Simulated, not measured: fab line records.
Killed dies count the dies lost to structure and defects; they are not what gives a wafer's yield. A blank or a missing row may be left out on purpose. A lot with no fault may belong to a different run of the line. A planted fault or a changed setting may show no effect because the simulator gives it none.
Problem report, 8D (eight disciplines) form, completed by code + flow berkeley cmos170 + the parts of the form that need people (team, actions taken, sign-off) are left out

1. WHAT IS WRONG
Mean of dose ions cm2 at UCB170_PFIELD_IMPLANT_07: 1.8809e+13 across 6 wafers in 2 lots; on wafers with no fault it is 1.9998e+13 (standard deviation 2e+10). That puts it -59 standard deviations away from the usual mean.
First observed at day 8 14:25: wafer L175.2, on implanter-01. At this step, 18 wafers from 6 lots have a number in the record. By rule, "out" or "out of limits" means more than 4 standard deviations away from the usual mean. All remaining wafers that have a number are taken as sound.

2. WHAT THIS IS AND IS NOT
| question                    | is                     | is not                                                                   |
|-----------------------------|------------------------|--------------------------------------------------------------------------|
| which readings at this step | dose ions cm2          | tilt deg                                                                 |
| which lots                  | L175, L176             | L162, L166, L177, L180                                                   |
| which wafers of those lots  | all that have a number | -                                                                        |
| read on which tools         | implanter-01           | implanter-03, implanter-04                                               |
| when                        | from day 8 14:25       | up to then (6 sound wafers); but 6 sound wafers of L177, L180 came after |

3. THE SUSPECTS, EACH WITH WHAT RULES IT OUT
Counting: any tool at a process step up to the reading is kept as a suspect provided that every lot that is out went through it and no sound lot did after the first of them.
- rie diel-04 at UCB170_ACTIVE_ETCH_15 (etches Si3N4 in CH3F/Ar/O2, stops on SiO2, target depth 242 nm, time 151 s): ruled out as a lasting fault. Sound lots L180 ran on it after its first lot that is out, L175 (day 8 12:34).
- implanter-01 at UCB170_PFIELD_IMPLANT_07: kept. It processed each lot that is out, first L175 at day 8 14:25, and no sound lot thereafter; up to then, the last sound lot it processed was L166 at day 6 15:52. Its own dose ions cm2 readings are out on those wafers.
Remaining after the count: implanter-01 at UCB170_PFIELD_IMPLANT_07.

4. THE CAUSE (what the simulator had put in)
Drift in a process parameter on implanter-01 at UCB170_PFIELD_IMPLANT_07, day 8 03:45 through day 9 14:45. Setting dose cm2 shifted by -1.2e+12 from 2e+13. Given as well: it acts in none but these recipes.
After counting, this tool was the only one left.

5. THE CHAIN OF EFFECTS, in route order
One row per reading whose mean, taken over the struck wafers that have a number, lies over 3 standard deviations from the usual. Only readings whose record carries a usual standard deviation are examined. hours: median over the lots of the time between each lot's start at the first step of this table that gives one and its start at this step. sigmas: the change, counted in usual standard deviations.
| hours | step                     | reading       | usual      | on struck wafers | change      | sigmas |
|-------|--------------------------|---------------|------------|------------------|-------------|--------|
| 0     | UCB170_PFIELD_IMPLANT_07 | dose ions cm2 | 1.9998e+13 | 1.8809e+13       | -1.1890e+12 | -59    |
It contains these process steps:
- UCB170_PFIELD_IMPLANT_07

6. HOW IT WOULD HAVE BEEN CAUGHT EARLIER
First out-of-limits reading in this record: day 8 14:25, which is 11 hours after fault onset at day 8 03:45.
